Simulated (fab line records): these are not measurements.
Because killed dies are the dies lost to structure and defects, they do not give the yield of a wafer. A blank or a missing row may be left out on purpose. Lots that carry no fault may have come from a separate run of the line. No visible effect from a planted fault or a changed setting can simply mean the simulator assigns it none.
fab line records    flow berkeleyCmos170
record: lots: 6  wafers: 18  lastDay: 13
route steps=331 shown NLDD@159 SPACER@171 PSD@175 M3@331
lots that met no fault: taken from a fault-free run of the same line
startH: the number of hours between the record's first day and the start of the first shown wafer of the lot    waitH: hours from the lot's prior step to this one    " repeats the value in the row above    L1.1+2: a row that stands for several wafers    - no value, or no start given    * or withheld: withheld    < > ~ a bound
route shown NAME@n: a module of which the file shows steps, and the number in the route of the first    usual: mean/standard deviation taken from wafers without a fault    same: alike in all rows    chamber/n: place in a boat    sites: each site's reading    _std_site: the values' standard deviation    _edge_site: inner sites' mean taken away from outer sites' mean    radiusMm: for every site, how far away it sits from the centre of the wafer    mask NAME#n: copy n    behind: tool/chamber where the wafer was last shaped    hold: what put the lot on hold/how long, in hours/how the hold closed    device: names the non-switching transistor (n, p or np)    end of line: at the end of the route, the tests of the same wafers    a step with no rows: only its recipe    killed: dies lost to structure and defects at the first sort, not the wafer's yield    map: per-die view of a wafer (x killed, . not killed, _ where there is no die)
set.NAME: the run value of the setting; set.NAME@STEP: its run value at that earlier step    model.NAME: the simulator's own value behind a step, which no gauge read
lots at selected steps of the route; one table per step, one row per wafer
services: from which hour (startH, from the record's first day; less than 0 if before it) a tool's chamber was out of use, for how many hours, and why
== steps ==
step: UCB170_NLDD_COAT_01
recipe: resist: KrF  spinRpm: 1500  resistThkNm: 900
step: UCB170_NLDD_SOFTBAKE_02
recipe: resist: KrF  tempC: 130  timeS: 60
step: UCB170_NLDD_EXPOSE_03
recipe: maskId: NSELECT  na: 0.5  sigmaOuter: 0.6  sourceShape: conventional  targetCdNm: 1200  doseMj: 30
step: UCB170_NLDD_PEB_04
recipe: pebTempC: 130  pebTimeS: withheld  resist: KrF
step: UCB170_NLDD_DEVELOP_05
recipe: developer: TMAH  developTimeS: 45  resist: KrF  devTempC: 21
step: UCB170_NLDD_CD_MEAS_06
recipe: targetCdNm: 1200
usual: cdNm: 1199.5/1.3
lot.wafer  tool      chamber  startH  waitH  cdNm
L193.2     cdSem-01  -        189.67  -      1199.6
L193.3     "         -        "       "      1198.9
L193.5     "         -        "       "      1200.5
L195.1     cdSem-01  -        194.16  -      1197.5
L195.3     "         -        "       "      1197.8
L195.5     "         -        "       "      1198.1
L204.2     cdSem-02  -        247.63  -      1199.5
L204.3     "         -        "       "      1197.6
L204.5     "         -        "       "      1196.2
L206.2     cdSem-01  -        248.32  -      1200.3
L206.4     "         -        "       "      1198.5
L206.6     "         -        "       "      1201.2
L205.3     cdSem-02  -        248.58  -      1199.1
L205.4     "         -        "       "      1197.7
L205.6     "         -        "       "      1197.8
L211.3     cdSem-02  -        283.22  -      1200.5
L211.5     "         -        "       "      1200.9
L211.6     "         -        "       "      1202.1
step: UCB170_NLDD_OVL_MEAS_07
usual: NLDD_OVL: 1/4.8
lot.wafer  tool        chamber  startH  waitH  NLDD_OVL[nm]
L193.2     overlay-01  -        189.77  0.1    4
L193.3     "           -        "       "      3
L193.5     "           -        "       "      9
L195.1     overlay-01  -        194.28  0.1    4
L195.3     "           -        "       "      -4
L195.5     "           -        "       "      -1
L204.2     overlay-02  -        247.74  0.1    4
L204.3     "           -        "       "      -4
L204.5     "           -        "       "      6
L206.2     overlay-01  -        248.43  0.1    3
L206.4     "           -        "       "      3
L206.6     "           -        "       "      8
L205.3     overlay-02  -        248.67  0.1    -7
L205.4     "           -        "       "      -6
L205.6     "           -        "       "      -8
L211.3     overlay-02  -        283.31  0.1    0
L211.5     "           -        "       "      -2
L211.6     "           -        "       "      0
step: UCB170_NLDD_IMPLANT_08
recipe: species: As  doseCm2: 5e+13  energyKev: 30  tiltDeg: 7  rotationDeg: 0
step: UCB170_NLDD_IMPLANT_09
recipe: species: As  doseCm2: 4.89e+13  energyKev: 30  tiltDeg: 7  rotationDeg: 180
step: UCB170_NLDD_STRIP_10
recipe: chemistry: O2  powerW: 400  pressureMtorr: 3500  platenTempC: withheld  o2FlowSccm: 400  overashFraction: 0.5
usual: drypumpMotorCurrentA: 5.5/0.51  oesProductAu: 0.734/0.0048  stripTimeToEndpointS: 21.65/0.057
same: overashFraction: 0.5
lot.wafer  tool            chamber  startH  waitH  drypumpMotorCurrentA  oesProductAu  rfHoursCounterH  stripTimeToEndpointS
L193.2     plasmaAsher-04  0        190.10  0.1    6.0                   0.732         8                21.66
L193.3     "               1        "       "      5.3                   0.740         -                21.66
L193.5     "               0        "       "      6.0                   0.732         -                21.64
L195.1     plasmaAsher-03  1        194.62  0.1    6.4                   0.730         41               21.65
L195.3     "               1        "       "      6.4                   0.730         -                21.73
L195.5     "               0        "       "      5.7                   0.733         -                21.70
L204.2     plasmaAsher-04  0        248.07  0.1    6.0                   0.741         13               21.72
L204.3     "               0        "       "      6.0                   0.731         -                21.69
L204.5     "               1        "       "      5.3                   0.736         -                21.75
L206.2     plasmaAsher-04  0        248.76  0.1    6.0                   0.736         14               21.65
L206.4     "               1        "       "      5.3                   0.737         -                21.60
L206.6     "               0        "       "      6.0                   0.730         -                21.65
L205.3     plasmaAsher-03  1        249.03  0.1    6.4                   0.736         -                21.52
L205.4     "               0        "       "      5.7                   0.741         -                21.58
L205.6     "               0        "       "      5.7                   0.739         -                21.66
L211.3     plasmaAsher-04  1        283.67  0.1    5.3                   0.736         -                21.63
L211.5     "               1        "       "      5.3                   0.735         -                21.61
L211.6     "               0        "       "      6.0                   0.737         -                21.65
step: UCB170_NLDD_TW_MEAS_11
usual: NLDD_TW: 2221/17
lot.wafer  tool          chamber  startH  waitH  NLDD_TW
L193.2     filmMetro-04  -        190.21  0.1    2217
L193.3     "             -        "       "      2217
L193.5     "             -        "       "      2225
L195.1     filmMetro-04  -        194.72  0.1    2216
L195.3     "             -        "       "      2210
L195.5     "             -        "       "      2205
L204.2     filmMetro-02  -        248.18  0.1    2247
L204.3     "             -        "       "      2257
L204.5     "             -        "       "      2245
L206.2     filmMetro-02  -        248.87  0.1    2256
L206.4     "             -        "       "      2240
L206.6     "             -        "       "      2243
L205.3     filmMetro-04  -        249.11  0.1    2224
L205.4     "             -        "       "      2229
L205.6     "             -        "       "      2225
L211.3     filmMetro-02  -        283.76  0.1    2221
L211.5     "             -        "       "      2233
L211.6     "             -        "       "      2222
step: UCB170_NLDD_CLEAN_12
recipe: chemistry: SPM  tempC: 120  timeS: 600
step: UCB170_SPACER_CVD_00
recipe: material: SiO2  targetThkNm: 376  tempC: 390  precursor: TEOS/O2  timeS: 47  rfW: 550  pressureMtorr: 9000
usual: heaterPowerW: 275/50  rfFwdPowerW: 544.4/2.1
lot.wafer  tool      chamber  startH  waitH  heaterPowerW  rfFwdPowerW  model.SiO2_of_SPACER_CVD_00.thkNm
L193.2     pecvd-02  0        190.44  0.0    209           545.4        370.8
L193.3     "         1        "       "      341           545.4        364.2
L193.5     "         2        "       "      337           543.8        375.8
L195.1     pecvd-03  2        195.16  0.0    257           538.6        382.1
L195.3     "         0        "       "      239           545.6        384.1
L195.5     "         0        "       "      262           545.0        386.4
L204.2     pecvd-02  0        248.42  0.0    180           546.1        417.1
L204.3     "         1        "       "      293           543.4        368.6
L204.5     "         1        "       "      300           545.3        379.7
L206.2     pecvd-02  0        249.18  0.0    247           543.8        420.3
L206.4     "         0        "       "      166           545.4        428.6
L206.6     "         1        "       "      303           544.7        373.2
L205.3     pecvd-03  1        249.37  0.0    284           544.9        377.5
L205.4     "         1        "       "      288           543.6        381.6
L205.6     "         0        "       "      262           547.9        386.8
L211.3     pecvd-03  2        283.97  0.0    314           544.1        373.1
L211.5     "         1        "       "      251           539.2        375.6
L211.6     "         2        "       "      218           542.7        378.2
step: UCB170_SPACER_THK_MEAS_01
recipe: reads: SiO2_of_SPACER_CVD_00
usual: SPACER_TEOS_THK: 377/5.8
lot.wafer  tool          chamber  startH  waitH  SPACER_TEOS_THK[nm]
L193.2     filmMetro-04  -        190.49  0.0    371
L193.3     "             -        "       "      364
L193.5     "             -        "       "      376
L195.1     filmMetro-01  -        195.21  0.0    382
L195.3     "             -        "       "      384
L195.5     "             -        "       "      386
L204.2     filmMetro-04  -        248.47  0.0    417
L204.3     "             -        "       "      368
L204.5     "             -        "       "      380
L206.2     filmMetro-02  -        249.24  0.0    420
L206.4     "             -        "       "      429
L206.6     "             -        "       "      373
L205.3     filmMetro-01  -        249.44  0.0    377
L205.4     "             -        "       "      382
L205.6     "             -        "       "      387
L211.3     filmMetro-02  -        284.03  0.0    373
L211.5     "             -        "       "      375
L211.6     "             -        "       "      378
step: UCB170_SPACER_ANNEAL_02
recipe: tempC: 900  timeS: 1800  ambient: N2
step: UCB170_SPACER_ETCHBACK_03
recipe: stopOn: Si  target: SiO2  chemistry: CHF3/CF4/Ar  CHF3_flow_sccm: 50  cf4FlowSccm: 10  Ar_flow_sccm: 120  pressureMtorr: 200  rfW: 500  targetDepthA: 3760  timeS: 100
usual: drypumpMotorCurrentA: 5.5/0.42  oesProductAu: 0.907/0.016  rfFwdPowerW: 496.5/1.7  throttleValvePct: 6.44/0.15
lot.wafer  tool        chamber  startH  waitH  drypumpMotorCurrentA  oesProductAu  rfFwdPowerW  rfHoursCounterH  throttleValvePct  model.etch.depthNm
L193.2     rieDiel-03  0        197.70  0.0    5.3                   0.907         495.4        1                6.20              370.8
L193.3     "           1        "       "      5.9                   0.880         497.9        47               6.66              364.2
L193.5     "           3        "       "      5.2                   0.893         493.5        -                6.54              375.8
L195.1     rieDiel-03  1        197.77  0.1    5.9                   0.906         498.2        47               6.68              382.1
L195.3     "           3        "       "      5.1                   0.912         494.6        126              6.54              384.1
L195.5     "           0        "       "      5.3                   0.944         498.4        -                6.22              386.4
L204.2     rieDiel-04  1        250.10  0.0    6.2                   0.957         498.5        29               6.49              417.1
L204.3     "           2        "       "      5.7                   0.898         500.4        72               6.32              368.6
L204.5     "           0        "       "      5.8                   0.911         497.6        -                6.40              379.7
L205.3     rieDiel-01  1        254.78  0.0    5.8                   0.943         496.3        19               6.44              377.5
L205.4     "           0        "       "      5.5                   0.906         497.8        1                6.31              381.6
L205.6     "           3        "       "      5.7                   0.942         498.2        -                6.73              386.8
L206.2     rieDiel-04  1        254.78  0.0    6.2                   0.957         495.5        29               6.49              418
L206.4     "           3        "       "      5.7                   0.969         493.5        8                6.47              425
L206.6     "           1        "       "      6.2                   0.888         497.1        -                6.48              373.2
L211.3     rieDiel-03  0        292.21  0.1    5.3                   0.909         495.8        6                6.20              373.1
L211.5     "           3        "       "      5.2                   0.895         496.8        -                6.55              375.6
L211.6     "           1        "       "      5.9                   0.909         495.7        -                6.68              378.2
step: UCB170_PSD_HMDS_00
recipe: primeTimeS: 60  primeTempC: 100
usual: exhaustPa: 45.3/0.87
lot.wafer  tool           chamber  startH  waitH  exhaustPa
L193.2     lithoTrack-04  0        197.80  0.1    46.8
L193.3     "              0        "       "      46.8
L193.5     "              0        "       "      46.1
L195.1     lithoTrack-01  0        198.42  0.6    45.9
L195.3     "              0        "       "      44.4
L195.5     "              0        "       "      45.4
L204.3     lithoTrack-04  0        250.22  0.1    45.8
L204.5     "              0        "       "      45.0
L205.3     lithoTrack-03  0        255.95  1.1    44.1
L205.4     "              0        "       "      46.1
L205.6     "              0        "       "      44.5
L206.6     lithoTrack-01  0        255.95  1.1    44.9
L211.3     lithoTrack-01  0        292.71  0.5    45.0
L211.5     "              0        "       "      44.8
L211.6     "              0        "       "      45.9
step: UCB170_PSD_COAT_01
recipe: resist: KrF  spinRpm: 1500  resistThkNm: 900
usual: exhaustPa: 45.1/0.88
lot.wafer  tool           chamber  startH  waitH  exhaustPa
L193.2     lithoTrack-04  0        197.95  0.1    45.1
L193.3     "              0        "       "      45.7
L193.5     "              0        "       "      45.2
L195.1     lithoTrack-01  0        198.57  0.1    44.6
L195.3     "              0        "       "      45.5
L195.5     "              0        "       "      45.3
L204.3     lithoTrack-04  0        250.37  0.1    46.2
L204.5     "              0        "       "      44.8
L205.3     lithoTrack-03  0        256.10  0.1    45.4
L205.4     "              0        "       "      45.1
L205.6     "              0        "       "      43.9
L206.6     lithoTrack-01  0        256.10  0.1    46.3
L211.3     lithoTrack-01  0        292.86  0.1    45.8
L211.5     "              0        "       "      45.3
L211.6     "              0        "       "      46.0
step: UCB170_M3_PROBE_99
lot.wafer  tool       chamber  startH  waitH  model.etest.nmos_0p6.rOnOhmUm  model.etest.nmos_0p35.rOnOhmUm  model.etest.pplusSal.widthNm  model.etest.nplusSal.widthNm  model.etest.pplusSal.lineOhmUm  model.etest.nplusSal.lineOhmUm  model.etest.pplusSal.rsOhmSq  model.etest.nplusSal.rsOhmSq
L193.2     prober-01  -        225.98  0.1    2349                           1492                            722.5                         722.9                         5.285                           5.22                            3.855                         3.766
L193.3     prober-01  -        226.03  0.2    2359                           1504                            730.3                         725.4                         5.184                           5.042                           3.781                         3.764
L193.5     prober-01  -        226.13  0.2    2346                           1493                            733.2                         729.2                         5.213                           5.153                           3.823                         3.75
L195.1     prober-01  -        232.58  0.1    2346                           1509                            691.3                         689.4                         5.488                           5.406                           3.787                         3.749
L195.3     prober-01  -        232.68  0.2    2372                           1519                            715.6                         719.1                         5.312                           5.185                           3.78                          3.756
L195.5     prober-01  -        232.78  0.2    2388                           1527                            685.1                         690.4                         5.47                            5.406                           3.758                         3.712
L204.3     prober-02  -        277.03  0.2    2276                           1455                            705.8                         705.8                         5.439                           5.321                           3.814                         3.734
L204.5     prober-02  -        277.13  0.2    2284                           1465                            675.6                         673.7                         5.512                           5.418                           3.811                         3.724
L206.2     prober-01  -        286.33  0.1    2460                           1590                            604.5                         598.2                         58.73                           44.44                           34.89                         26.57
L206.4     prober-01  -        286.43  0.2    2441                           1591                            604.8                         601.2                         99.73                           64.09                           59.17                         39.07
L206.6     prober-01  -        286.53  0.2    2316                           1479                            695.9                         689.9                         5.295                           5.383                           3.778                         3.68
L205.3     prober-02  -        286.87  0.2    2286                           1463                            705.7                         703.3                         5.388                           5.271                           3.748                         3.674
L205.4     prober-02  -        286.92  0.2    2311                           1474                            709.2                         714                           5.303                           5.224                           3.75                          3.689
L205.6     prober-02  -        287.02  0.2    2316                           1491                            705.1                         703.6                         5.338                           5.229                           3.753                         3.683
L211.3     prober-01  -        323.53  0.2    2286                           1464                            692.4                         689.3                         5.489                           5.356                           3.756                         3.691
L211.5     prober-01  -        323.63  0.2    2296                           1453                            709.5                         711.6                         5.336                           5.244                           3.765                         3.704
L211.6     prober-01  -        323.68  0.2    2316                           1473                            681.8                         679.6                         5.493                           5.436                           3.783                         3.727
killed by level:class
L193.2 SCREENOX:geometricParticle:short=1
L193.3 SACOX:geometricParticle:open=1 SILICIDE:geometricParticle:open=1 SILICIDE:geometricParticle:short=1 M1:geometricParticle:short=1
L193.5 GATE:geometricParticle:open=1
L195.1
L195.3 GATE:geometricParticle:short=1 SPACER:geometricParticle:short=1 ACTIVE:areaEtch=1
L195.5 SACOX:geometricParticle:open=1 SILICIDE:geometricParticle:short=1
L205.3 WELLDRIVE:geometricParticle:short=1 SACOX:geometricParticle:short=1 SPACER:geometricParticle:short=1
L205.4 GATE:geometricParticle:open=1 SILICIDE:geometricParticle:open=1
L205.6 V2:geometricParticle:short=1
L211.3 ACTIVE:areaEtch=2 GATE:geometricParticle:open=1 GATE:geometricParticle:short=1 SPACER:geometricParticle:short=1 V2:geometricParticle:open=1
L211.5 SILICIDE:geometricParticle:short=1 SILICIDE:geometricParticle:open=1
L211.6 WELLDRIVE:geometricParticle:short=1 SILICIDE:geometricParticle:open=1 V1:geometricParticle:open=1 M3:geometricParticle:open=1
== services ==
tool            chamber  startH  hours  kind
rieDiel-03      0        168.83  -      clean
rieDiel-03      0        168.83  14.3   scheduledDown
rieDiel-03      0        168.83  14.3   ventCycle
rieDiel-01      1        176.42  29.1   repair
plasmaAsher-03  -        178.34  4.8    repair
rieDiel-04      3        178.35  5.9    repair
rieDiel-04      2        178.94  10.1   repair
rieDiel-03      2        186.21  21.3   repair
rieDiel-04      0        199.59  -      clean
rieDiel-04      0        199.59  15.2   scheduledDown
rieDiel-04      0        199.59  15.2   ventCycle
plasmaAsher-03  -        205.17  0.7    repair
rieDiel-04      1        205.23  3.7    repair
rieDiel-01      0        205.47  -      clean
pecvd-02        1        214.00  4.8    repair
rieDiel-01      1        215.62  7.8    repair
pecvd-02        -        228.03  4.2    repair
pecvd-03        -        232.99  0.5    repair
rieDiel-04      0        235.45  5.3    repair
plasmaAsher-03  -        250.54  4.3    repair
plasmaAsher-03  -        258.00  1.0    repair
plasmaAsher-03  -        280.29  16.9   pm
rieDiel-03      2        281.07  17.1   repair
lithoTrack-03   -        286.65  -      consumableReplace:filter
== key ==
firstSign: step: UCB170_SPACER_THK_MEAS_01  reading: SPACER_TEOS_THK  direction: up  sigmas: 7.7  usual: 377  struck: 422
effect: step: UCB170_SPACER_ETCHBACK_03  reading: oesProductAu  direction: up  sigmas: 3.3  usual: 0.907  struck: 0.961
effect: step: UCB170_PSD_HMDS_00  reading: visit  direction: missing
effect: step: UCB170_PSD_COAT_01  reading: visit  direction: missing
modelEffect: step: UCB170_SPACER_CVD_00  value: SiO2_of_SPACER_CVD_00.thkNm  without: 376.5  struck: 422
modelEffect: step: UCB170_SPACER_ETCHBACK_03  value: etch.depthNm  without: 376.5  struck: 420
modelEffect: step: UCB170_M3_PROBE_99  value: etest.nmos_0p6.rOnOhmUm  without: 2354  struck: 2451
metAt UCB170_SPACER_CVD_00
struckWafers L204.2,L206.2,L206.4
laterRowsLeftOut L204.2,L206.2,L206.4
sortLeftOut L204.2,L206.2,L206.4
testerLeftOut L204,L206
onsetBetween 190.44 248.42
fault: kind: processParameterDrift  tool: pecvd-02  chamber: 0  onsetH: 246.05  steps: UCB170_SPACER_CVD_00  channel: targetThkNm  offset: 45.583  shape: step  endH: 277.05  actsIn: theseRecipesOnly  stated: 376
testerLeftOut: of these lots the tester's yield and bins aren't shown, on N5 and GAA mostly nor the transistor test; their killed dies are dies lost to structure and defects alone, not to doping, threshold or leakage, so they don't give the yield
sortLeftOut: the simulated sort isn't trusted on such a fault, so these wafers' sort isn't shown, and their yield isn't known
laterRowsLeftOut: the simulator's readings of these wafers behind a module that went badly wrong aren't trusted and aren't shown, but for the sort
